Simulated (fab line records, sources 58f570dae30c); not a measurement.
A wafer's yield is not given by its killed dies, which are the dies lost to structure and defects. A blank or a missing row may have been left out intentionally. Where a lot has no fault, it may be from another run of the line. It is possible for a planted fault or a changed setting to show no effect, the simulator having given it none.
Check of tool commonality + flow berkeley-cmos170 + Sample size 14 lots and 42 wafers

WHAT PROMPTED THE OPENING
On 2 of the 14 lots, a flag is raised at UCB170_PLDD_CD_MEAS_06 on the reading cd-nm. Fault-free wafers read 1199.8 nm, with a standard deviation of 1.2.
Rule: a lot is flagged when every wafer of it that has a number lies more than 4 standard deviations from that mean, or none has a number. The other lots count as sound.

| lot  | measured     | on        | cd-nm (nm), wafer by wafer | flag    |
|------|--------------|-----------|----------------------------|---------|
| L786 | day 7 08:20  | cd-sem-02 | 1199.3 1197.9 1198.8       |         |
| L787 | day 7 09:04  | cd-sem-02 | 1199.2 1198.5 1199.9       |         |
| L788 | day 7 21:32  | cd-sem-01 | 1203.4 1202.8 1202.0       |         |
| L790 | day 7 21:47  | cd-sem-02 | 1199.4 1199.0 1198.7       |         |
| L791 | day 8 12:26  | cd-sem-02 | 1200.8 1200.4 1200.0       |         |
| L794 | day 8 18:49  | cd-sem-01 | 1200.3 1198.3 1199.6       |         |
| L792 | day 8 19:02  | cd-sem-02 | 1200.6 1199.2 1199.7       |         |
| L793 | day 8 19:44  | cd-sem-01 | 1197.2 1197.9 1197.4       |         |
| L796 | day 9 07:50  | cd-sem-01 | 1201.2 1201.8 1201.2       |         |
| L798 | day 10 01:06 | cd-sem-02 | 1188.2 1188.6 1187.0       | FLAGGED |
| L800 | day 10 01:46 | cd-sem-01 | 1192.1 1191.8 1192.8       | FLAGGED |
| L802 | day 10 14:57 | cd-sem-02 | 1199.5 1199.5 1198.7       |         |
| L807 | day 11 13:34 | cd-sem-01 | 1200.5 1199.8 1200.0       |         |
| L809 | day 11 20:36 | cd-sem-02 | 1202.1 1199.9 1202.1       |         |
On average the flagged lots' numbers are 1190.1 nm, which is -9.7 nm against the usual, or -8 standard deviations.

TOOL THAT RAN EACH LOT
The record keeps 1 process step preceding the reading, out of 331 steps on the route. Read each cell as the tool, then ch plus the chambers that the sampled wafers visited, then the start.
| lot  | flag    | UCB170_PLDD_EXPOSE_03             |
|------|---------|-----------------------------------|
| L786 |         | krf-scanner-02 ch 0, day 7 07:50  |
| L787 |         | krf-scanner-02 ch 0, day 7 08:18  |
| L788 |         | krf-scanner-02 ch 0, day 7 21:08  |
| L790 |         | krf-scanner-01 ch 0, day 7 21:24  |
| L791 |         | krf-scanner-01 ch 0, day 8 11:50  |
| L794 |         | krf-scanner-01 ch 0, day 8 18:16  |
| L792 |         | krf-scanner-01 ch 0, day 8 18:35  |
| L793 |         | krf-scanner-02 ch 0, day 8 18:53  |
| L796 |         | krf-scanner-01 ch 0, day 9 06:36  |
| L798 | FLAGGED | krf-scanner-02 ch 0, day 10 00:40 |
| L800 | FLAGGED | krf-scanner-02 ch 0, day 10 01:23 |
| L802 |         | krf-scanner-01 ch 0, day 10 14:32 |
| L807 |         | krf-scanner-01 ch 0, day 11 12:58 |
| L809 |         | krf-scanner-01 ch 0, day 11 19:49 |
What these steps do:
- UCB170_PLDD_EXPOSE_03: exposes mask PSELECT, target cd 1200 nm.
- UCB170_PLDD_CD_MEAS_06: target cd 1200 nm.

FLAGGED AGAINST TOTAL, ONE TOOL AT A TIME (gauges that did the reading follow at the end)
| step                   | tool           | lots run | flagged | share of the flagged lots | sound lots run after its first flagged lot |
|------------------------|----------------|----------|---------|---------------------------|--------------------------------------------|
| UCB170_PLDD_EXPOSE_03  | krf-scanner-01 | 8        | 0       | none                      | -                                          |
| UCB170_PLDD_EXPOSE_03  | krf-scanner-02 | 6        | 2       | all                       | 0                                          |
| UCB170_PLDD_CD_MEAS_06 | cd-sem-01      | 6        | 1       | some                      | 1 (L807)                                   |
| UCB170_PLDD_CD_MEAS_06 | cd-sem-02      | 8        | 1       | some                      | 2 (L802,L809)                              |

WHAT THE TABLE PERMITS
Rows of the table that ran each flagged lot: 1, that is krf-scanner-02 at UCB170_PLDD_EXPOSE_03.
- krf-scanner-02 at UCB170_PLDD_EXPOSE_03: 2 of its 6 lots flagged. A fault beginning between L793 (day 8 18:53), its last sound lot, and L798 (day 10 00:40), its first flagged one, fits the data. Its own readings lie more than 4 standard deviations out on every wafer of the flagged lots: exposure-dose-mJ-cm2.
One tool is left: krf-scanner-02 at UCB170_PLDD_EXPOSE_03.

WHAT THE SIMULATOR PUT IN
Drift in process parameters on krf-scanner-02 at UCB170_PLDD_EXPOSE_03, starting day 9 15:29. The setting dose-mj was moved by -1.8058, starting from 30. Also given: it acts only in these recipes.
Struck lots among those shown: L798, L800. The rule above found the same.
